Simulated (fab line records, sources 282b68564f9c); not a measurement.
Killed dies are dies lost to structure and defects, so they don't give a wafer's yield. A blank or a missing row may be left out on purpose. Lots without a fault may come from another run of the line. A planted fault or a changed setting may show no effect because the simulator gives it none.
Which tool did it? | flow rit_cmos | 14 lots, 42 wafers sampled, at 1 step of a route of 202

WHAT THE GAUGES READ, wafer by wafer
The record holds no reading of a measuring or inspecting step that can be judged against a usual standard deviation.

WHICH TOOL RAN EACH LOT (tool, then ch and the chambers of the sampled wafers, then the start)
lot  | RIT_GATE_STRIP_20
L975 | plasma_asher-02 ch 0,1, day 2 18:28
L977 | plasma_asher-02 ch 0,1, day 3 05:09
L978 | plasma_asher-02 ch 0, day 3 09:40
L979 | plasma_asher-01 ch 0,1, day 3 13:37
L980 | plasma_asher-03 ch 0,1, day 3 18:24
L984 | plasma_asher-02 ch 0,1, day 4 15:04
L986 | plasma_asher-03 ch 0,1, day 5 01:09
L987 | plasma_asher-03 ch 0,1, day 5 06:30
L989 | plasma_asher-01 ch 0, day 5 16:44
L991 | plasma_asher-02 ch 0,1, day 6 01:28
L992 | plasma_asher-02 ch 0,1, day 6 07:14
L995 | plasma_asher-01 ch 1, day 6 21:59
L996 | plasma_asher-02 ch 0,1, day 7 03:03
L997 | plasma_asher-01 ch 0,1, day 7 07:13
- RIT_GATE_STRIP_20: strips in O2, time 180 s.

WHAT THE TOOLS THEMSELVES READ (means of the sampled wafers that have a number; where no wafer has one, the mark that the record gives instead)
RIT_GATE_STRIP_20. Usual: chamber_pressure_mTorr 4001 mTorr, standard deviation 3.2; drypump_motor_current_A 5.6 A, standard deviation 0.5; o2_flow_sccm 3998 sccm, standard deviation 14.
lot  | tool            | chamber_pressure_mTorr (mTorr) | drypump_motor_current_A (A) | o2_flow_sccm (sccm) | flag
L975 | plasma_asher-02 | 4003                           | 6.1                         | 3988                |
L977 | plasma_asher-02 | 4001                           | 6.2                         | 3988                |
L978 | plasma_asher-02 | 4002                           | 5.3                         | 3995                |
L979 | plasma_asher-01 | 4001                           | 5.3                         | 3995                |
L980 | plasma_asher-03 | 3999                           | 5.6                         | 3983                |
L984 | plasma_asher-02 | 3999                           | 5.7                         | 4009                |
L986 | plasma_asher-03 | 3996                           | 5.6                         | 4249                | OFF
L987 | plasma_asher-03 | 4002                           | 5.6                         | 4529                | OFF
L989 | plasma_asher-01 | 4001                           | 5.2                         | 3988                |
L991 | plasma_asher-02 | 3999                           | 5.7                         | 4006                |
L992 | plasma_asher-02 | 4003                           | 6.2                         | 4010                |
L995 | plasma_asher-01 | 4004                           | 5.4                         | 3988                |
L996 | plasma_asher-02 | 4001                           | 6.2                         | 3991                |
L997 | plasma_asher-01 | 4003                           | 5.2                         | 4004                |

THE ANSWER, worked out from the rows above alone
Rule: a lot is off if the mean of its wafers that have a number lies more than 3 standard deviations from the usual mean. A lot without any number at a reading at which 4 lots or more have one is off too. The other lots that the step has rows for count as sound. The gauges are gone through in route order, then the tools' own readings, and for those a lot's mean is taken as printed above. The first step at which some lot is off is used, and at that step the reading that is off furthest; a lot without a number counts as furthest.
Off: L986, L987, at RIT_GATE_STRIP_20 (o2_flow_sccm).
A tool fits if, at that step or a process step before it, it ran every lot that is off, and no sound lot after the first of them. One fits: plasma_asher-03 at RIT_GATE_STRIP_20. Its last sound lot is L980 (day 3 18:24), its first lot that is off L986 (day 5 01:09): a fault that began between those two fits.
The tool's own readings at RIT_GATE_STRIP_20 bear it out: on the lots that are off they differ by more than 5 times the standard deviation of the sound lots' means. o2_flow_sccm reads 4389 sccm there against 3995 sccm on the sound lots.

WHAT THE SIMULATOR HAD PUT IN
Process parameter drift: plasma_asher-03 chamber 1, from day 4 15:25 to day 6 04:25, at RIT_GATE_STRIP_20. Setting o2_flow_sccm, moved by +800, from 4000. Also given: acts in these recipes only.
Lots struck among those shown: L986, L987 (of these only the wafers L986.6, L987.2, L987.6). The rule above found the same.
